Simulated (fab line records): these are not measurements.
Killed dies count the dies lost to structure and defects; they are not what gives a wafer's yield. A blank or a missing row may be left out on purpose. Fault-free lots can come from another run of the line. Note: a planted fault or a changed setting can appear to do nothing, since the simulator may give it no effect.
fab line records | flow berkeleyCmos170
record lots=15 wafers=45 lastDay=12
route steps=331 shown ZERO@12 NWELL@16 PFIELD@82 SACOX@99
lots that met no fault: taken from a fault-free run of the same line
startH: hours from the record's opening day to when the first of the lot's shown wafers began | waitH: how many hours have passed since the lot's step before this one | " repeats the value in the row above | L1.1+2: a single row standing in for several wafers | - value missing, or start not given | * or withheld: withheld | < > ~ a bound
route shown NAME@n: names a module that has steps shown in the file, with the first one's number in the route | usual: mean and standard deviation over wafers with no fault | same: alike in all rows | chamber/n: place in a boat | sites: each site's reading | _std_site: their standard deviation | _edge_site: mean of outer sites minus mean of inner sites | radiusMm: how far each site lies from the wafer's centre | mask NAME#n: copy n | behind: tool/chamber where the wafer was last shaped | hold: why the lot was held/for how many hours/how that ended | device: whichever transistor did not switch (one of n, p or np) | end of line: tests run on the same wafers once the route is complete | a step with no rows: only its recipe | killed: not the wafer's yield, but the dies lost to structure and defects at the first sort | map: a wafer's dies, x killed, . not, _ none there
set.NAME: the setting that was run; set.NAME@STEP: the one run at that earlier step | model.NAME: the simulator's own value behind a step, which no gauge read
steps of the route over a sample of lots; a table a step, a row a wafer
services: a tool's chamber out of use, with start hour (startH, from the record's first day; less than 0 if before it), hours out, and reason
## steps
# step UCB170_ZERO_ETCH_06
# recipe chemistry=CHF3/CF4/Ar target=SiO2 timeS=12 pressureMtorr=100 rfW=500 CHF3_flow_sccm=50 cf4FlowSccm=10 Ar_flow_sccm=120 overEtchFrac=1.58
# usual chamberPressureMTorr=100.00/0.08 drypumpMotorCurrentA=5.6/0.55 oesProductAu=0.622/0.0097 throttleValvePct=9.12/0.061
# columns lot.wafer tool chamber startH waitH chamberPressureMTorr drypumpMotorCurrentA oesProductAu rfHoursCounterH throttleValvePct
L325.3 rieDiel-03 0 21.05 - 99.92 5.9 0.610 90 9.21
L325.4 " 2 " " 100.05 5.5 0.621 141 9.16
L325.5 " 0 " " 100.01 5.9 0.616 - 9.22
L326.2 rieDiel-03 1 23.99 - 100.01 5.3 0.629 144 9.18
L326.5 " 2 " " 100.01 5.5 0.627 - 9.15
L326.6 " 1 " " 100.08 5.3 0.623 - 9.19
L330.1 rieDiel-01 1 42.19 - 100.02 6.1 0.622 157 9.02
L330.3 " 2 " " 99.99 5.4 0.630 103 9.20
L330.4 " 3 " " 100.12 6.2 0.611 167 9.06
L331.2 rieDiel-02 0 46.01 - 100.04 4.7 0.613 1 9.15
L331.4 " 3 " " 99.99 6.3 0.618 48 9.12
L331.5 " 1 " " 100.15 5.1 0.639 - 9.11
L332.1 rieDiel-03 3 54.81 - 99.97 6.2 0.603 130 8.95
L332.4 " 1 " " 100.07 5.3 0.628 146 9.17
L332.5 " 0 " " 100.02 5.9 0.620 - 9.20
L333.1 rieDiel-01 2 63.12 - 99.94 5.4 0.631 104 9.20
L333.3 " 1 " " 99.79 6.1 0.626 159 9.04
L333.6 " 3 " " 100.04 6.1 0.616 - 9.09
L334.1 rieDiel-01 1 68.71 - 100.00 6.1 0.629 159 9.03
L334.2 " 3 " " 100.14 6.2 0.612 169 9.09
L334.3 " 0 " " 99.93 6.3 0.626 134 9.14
L335.1 rieDiel-02 3 72.42 - 100.15 6.3 0.609 49 9.13
L335.3 " 1 " " 100.00 5.1 0.635 19 9.14
L335.5 " 0 " " 100.00 4.8 0.617 - 9.16
L336.2 rieDiel-02 3 73.99 - 99.90 6.2 0.612 49 9.14
L336.4 " 1 " " 100.09 5.1 0.633 19 9.11
L336.5 " 2 " " 99.93 5.2 0.634 - 9.06
L337.2 rieDiel-02 0 78.26 - 99.94 4.7 0.614 2 9.17
L337.5 " 1 " " 100.08 5.1 0.637 - 9.12
L337.6 " 2 " " 100.29 5.2 0.622 - 9.07
L340.1 rieDiel-02 3 99.15 - 100.08 6.3 0.612 50 9.12
L340.2 " 0 " " 99.96 4.7 0.603 2 9.13
L340.3 " 2 " " 99.94 5.2 0.632 148 9.06
L345.3 rieDiel-03 3 120.13 - 100.00 6.2 0.609 134 8.95
L345.5 " 0 " " 100.03 5.9 0.610 - 9.20
L345.6 " 1 " " 100.01 5.3 0.618 - 9.17
L346.2 rieDiel-02 2 125.83 - 100.06 5.2 0.632 149 9.06
L346.3 " 1 " " 99.98 5.1 0.635 21 9.12
L346.4 " 0 " " 100.06 4.7 0.610 4 9.16
L347.1 rieDiel-03 3 128.19 - 99.89 6.2 0.610 134 8.96
L347.3 " 1 " " 100.02 5.3 0.629 150 9.18
L347.4 " 2 " " 100.01 5.5 0.629 147 9.14
L348.1 rieDiel-02 2 134.84 - 99.95 5.2 0.623 150 9.07
L348.3 " 1 " " 100.09 5.1 0.637 21 9.13
L348.6 " 0 " " 99.92 4.7 0.616 - 9.17
# step UCB170_NWELL_THK_MEAS_02
# recipe reads=SiO2_of_NWELL_OXIDATION_01
# usual NWELL_OXIDE_THK=26.3/0.49
# columns lot.wafer tool chamber startH waitH NWELL_OXIDE_THK[nm]
L325.3 filmMetro-03 - 24.19 0.0 26.2
L325.4 " - " " 26.7
L325.5 " - " " 26.9
L326.2 filmMetro-04 - 28.03 0.0 26.8
L326.5 " - " " 26.2
L326.6 " - " " 26.8
L330.1 filmMetro-04 - 43.84 0.0 26.1
L330.3 " - " " 26.1
L330.4 " - " " 26.0
L331.2 filmMetro-02 - 49.44 0.0 26.8
L331.4 " - " " 27.2
L331.5 " - " " 27.2
L332.1 filmMetro-03 - 62.79 0.0 26.9
L332.4 " - " " 27.1
L332.5 " - " " 26.9
L333.1 filmMetro-02 - 67.96 0.0 26.2
L333.3 " - " " 25.9
L333.6 " - " " 26.0
L334.1 filmMetro-03 - 73.47 0.0 27.3
L334.2 " - " " 26.9
L334.3 " - " " 26.8
L335.1 filmMetro-02 - 78.82 0.0 26.3
L335.3 " - " " 26.7
L335.5 " - " " 25.9
L336.2 filmMetro-03 - 78.89 0.1 26.3
L336.4 " - " " 25.8
L336.5 " - " " 26.4
L337.2 filmMetro-04 - 81.83 0.0 26.8
L337.5 " - " " 26.7
L337.6 " - " " 26.3
L340.1 filmMetro-04 - 100.69 0.0 25.8
L340.2 " - " " 25.9
L340.3 " - " " 26.4
L345.3 filmMetro-03 - 124.77 0.0 25.9
L345.5 " - " " 26.1
L345.6 " - " " 26.1
L346.2 filmMetro-04 - 131.11 0.0 25.9
L346.3 " - " " 25.5
L346.4 " - " " 25.6
L347.1 filmMetro-04 - 133.70 0.0 26.3
L347.3 " - " " 26.6
L347.4 " - " " 26.9
L348.1 filmMetro-02 - 141.44 0.0 26.1
L348.3 " - " " 26.2
L348.6 " - " " 26.6
# step UCB170_PFIELD_EXPOSE_03
# recipe maskId=PFIELD na=0.5 sigmaOuter=0.6 sourceShape=conventional targetCdNm=1500 doseMj=30
# usual exposureDoseMJCm2=29.999/0.027 focusOffsetNm=0.0/0.59 reticleTempC=23.02/0.11
# columns lot.wafer tool chamber startH waitH mask exposureDoseMJCm2 focusOffsetNm reticleTempC
L326.2 krfScanner-02 0 80.52 0.2 PFIELD#0 29.995 0.2 22.85
L326.5 " 0 " " PFIELD#0 29.978 -0.1 22.89
L326.6 " 0 " " PFIELD#0 30.040 0.6 22.76
L325.3 krfScanner-02 0 80.88 0.1 PFIELD#0 30.015 -1.5 22.96
L325.4 " 0 " " PFIELD#0 29.995 0.0 22.87
L325.5 " 0 " " PFIELD#0 30.013 -0.1 22.89
L330.1 krfScanner-02 0 104.59 0.2 PFIELD#0 30.004 0.3 23.14
L330.3 " 0 " " PFIELD#0 30.022 0.7 23.11
L330.4 " 0 " " PFIELD#0 30.058 1.4 22.97
L331.2 krfScanner-01 0 111.42 0.2 PFIELD#0 30.051 0.2 22.97
L331.4 " 0 " " PFIELD#0 30.003 0.3 23.01
L331.5 " 0 " " PFIELD#0 29.951 -0.8 23.10
L333.1 krfScanner-02 0 122.53 0.2 PFIELD#0 29.986 0.2 22.98
L333.3 " 0 " " PFIELD#0 29.986 0.2 22.87
L333.6 " 0 " " PFIELD#0 30.000 -0.5 23.11
L332.1 krfScanner-01 0 123.72 1.4 PFIELD#0 29.981 0.8 23.07
L332.4 " 0 " " PFIELD#0 29.962 -0.2 22.99
L332.5 " 0 " " PFIELD#0 29.975 -0.5 23.09
L334.1 krfScanner-02 0 131.38 0.2 PFIELD#0 30.006 0.4 22.96
L334.2 " 0 " " PFIELD#0 30.040 0.3 22.91
L334.3 " 0 " " PFIELD#0 29.975 0.1 23.12
L336.2 krfScanner-01 - 137.98 0.2 PFIELD#0 - - -
L336.4 " - " " PFIELD#0 - - -
L336.5 " - " " PFIELD#0 - - -
L337.2 krfScanner-01 - 138.09 0.1 PFIELD#0 - - -
L337.5 " - " " PFIELD#0 - - -
L337.6 " - " " PFIELD#0 - - -
L335.1 krfScanner-02 - 138.44 0.2 PFIELD#0 - - -
L335.3 " - " " PFIELD#0 - - -
L335.5 " - " " PFIELD#0 - - -
L340.1 krfScanner-01 0 159.73 0.3 PFIELD#0 30.025 0.2 22.94
L340.2 " 0 " " PFIELD#0 30.036 0.7 22.98
L340.3 " 0 " " PFIELD#0 30.020 -0.1 23.04
L345.3 krfScanner-02 0 186.85 0.1 PFIELD#0 30.035 0.9 23.04
L345.5 " 0 " " PFIELD#0 30.030 0.4 22.89
L345.6 " 0 " " PFIELD#0 30.037 0.8 22.98
L347.1 krfScanner-01 0 193.38 0.2 PFIELD#0 29.986 0.8 23.12
L347.3 " 0 " " PFIELD#0 30.009 0.7 23.07
L347.4 " 0 " " PFIELD#0 29.972 0.5 23.01
L346.2 krfScanner-02 0 193.64 0.4 PFIELD#0 30.018 -0.6 23.06
L346.3 " 0 " " PFIELD#0 30.013 0.5 23.08
L346.4 " 0 " " PFIELD#0 30.033 0.6 23.16
L348.1 krfScanner-02 0 207.07 0.1 PFIELD#0 30.016 0.0 22.95
L348.3 " 0 " " PFIELD#0 29.986 0.5 22.97
L348.6 " 0 " " PFIELD#0 29.974 -1.0 22.83
# step UCB170_SACOX_THK_MEAS_02
# recipe reads=SiO2_of_SACOX_OXIDATION_01
# usual SACOX_OXIDE_THK=14.40/0.25
# columns lot.wafer tool chamber startH waitH SACOX_OXIDE_THK[nm]
L326.2 filmMetro-02 - 104.23 0.0 14.18
L326.5 " - " " 14.24
L326.6 " - " " 14.24
L325.3 filmMetro-01 - 104.24 0.0 14.62
L325.4 " - " " 14.44
L325.5 " - " " 14.40
L330.1 filmMetro-01 - 121.14 0.0 14.63
L330.3 " - " " 14.78
L330.4 " - " " 14.46
L331.2 filmMetro-04 - 130.12 0.0 13.90
L331.4 " - " " 14.35
L331.5 " - " " 14.03
L332.1 filmMetro-02 - 145.04 0.0 13.92
L332.4 " - " " 14.22
L332.5 " - " " 14.12
L333.1 filmMetro-04 - 145.05 0.0 14.34
L333.3 " - " " 14.36
L333.6 " - " " 14.33
L334.1 filmMetro-04 - 153.46 0.0 14.43
L334.2 " - " " 14.59
L334.3 " - " " 14.68
L336.2 filmMetro-04 - 161.50 0.0 14.19
L336.4 " - " " 13.96
L336.5 " - " " 14.19
L337.2 filmMetro-04 - 161.56 0.1 14.23
L337.5 " - " " 14.60
L337.6 " - " " 14.64
L335.1 filmMetro-04 - 161.61 0.1 14.42
L335.3 " - " " 14.34
L335.5 " - " " 14.35
L340.1 filmMetro-01 - 179.42 0.0 14.76
L340.2 " - " " 14.64
L340.3 " - " " 14.69
L345.3 filmMetro-04 - 206.39 0.0 13.81
L345.5 " - " " 13.83
L345.6 " - " " 13.96
L347.1 filmMetro-04 - 217.81 0.0 14.17
L347.3 " - " " 14.33
L347.4 " - " " 14.33
L346.2 filmMetro-01 - 217.82 0.0 14.91
L346.3 " - " " 14.72
L346.4 " - " " 14.60
L348.1 filmMetro-01 - 228.80 0.0 14.08
L348.3 " - " " 14.40
L348.6 " - " " 14.17
## services
# columns tool chamber startH hours kind
krfScanner-02 - 0.88 0.8 pm
rieDiel-02 3 4.82 7.6 repair
rieDiel-02 0 12.47 - clean
krfScanner-02 - 18.16 1.0 pm
rieDiel-03 0 36.21 15.8 repair
rieDiel-03 - 54.94 0.5 repair
rieDiel-03 3 57.43 3.3 repair
rieDiel-02 0 60.56 1.4 repair
krfScanner-01 - 71.51 0.1 repair
rieDiel-01 - 96.86 14.6 pm
krfScanner-02 0 98.58 - calibration
krfScanner-01 - 101.39 1.0 pm
rieDiel-02 3 111.54 5.4 repair
rieDiel-01 - 112.93 2.9 repair
rieDiel-01 - 118.62 0.6 repair
krfScanner-01 - 122.71 1.0 repair
krfScanner-01 - 150.77 0.8 pm
krfScanner-02 - 169.68 0.8 pm
krfScanner-01 - 171.29 1.3 pm
krfScanner-02 - 172.59 1.3 pm
krfScanner-01 - 180.08 0.2 repair
krfScanner-01 - 186.65 0.7 repair
krfScanner-02 - 187.32 1.0 pm
krfScanner-02 - 199.03 0.3 repair
## key
firstSign step=UCB170_PFIELD_EXPOSE_03 reading=toolRecord direction=missing
effect none on later readings
metAt UCB170_PFIELD_EXPOSE_03
struckLots L335,L336,L337
sortLeftOut L335.1,L335.3,L335.5,L336.2,L336.4,L336.5,L337.2,L337.5,L337.6
testerLeftOut L335,L336,L337
notActingAt UCB170_ZERO_ETCH_06,UCB170_NWELL_THK_MEAS_02,UCB170_SACOX_THK_MEAS_02
onsetBetween 131.38 137.98
fault kind=skippedStepWhole tool=krfScanner-01,krfScanner-02 chamber=- onsetH=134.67 steps=UCB170_PFIELD_EXPOSE_03 scope=struckLotsOnly
# testerLeftOut: of these lots the tester's yield and bins aren't shown, on N5 and GAA mostly nor the transistor test; their killed dies are dies lost to structure and defects alone, not to doping, threshold or leakage, so they don't give the yield
# sortLeftOut: the simulated sort isn't trusted on such a fault, so these wafers' sort isn't shown, and their yield isn't known
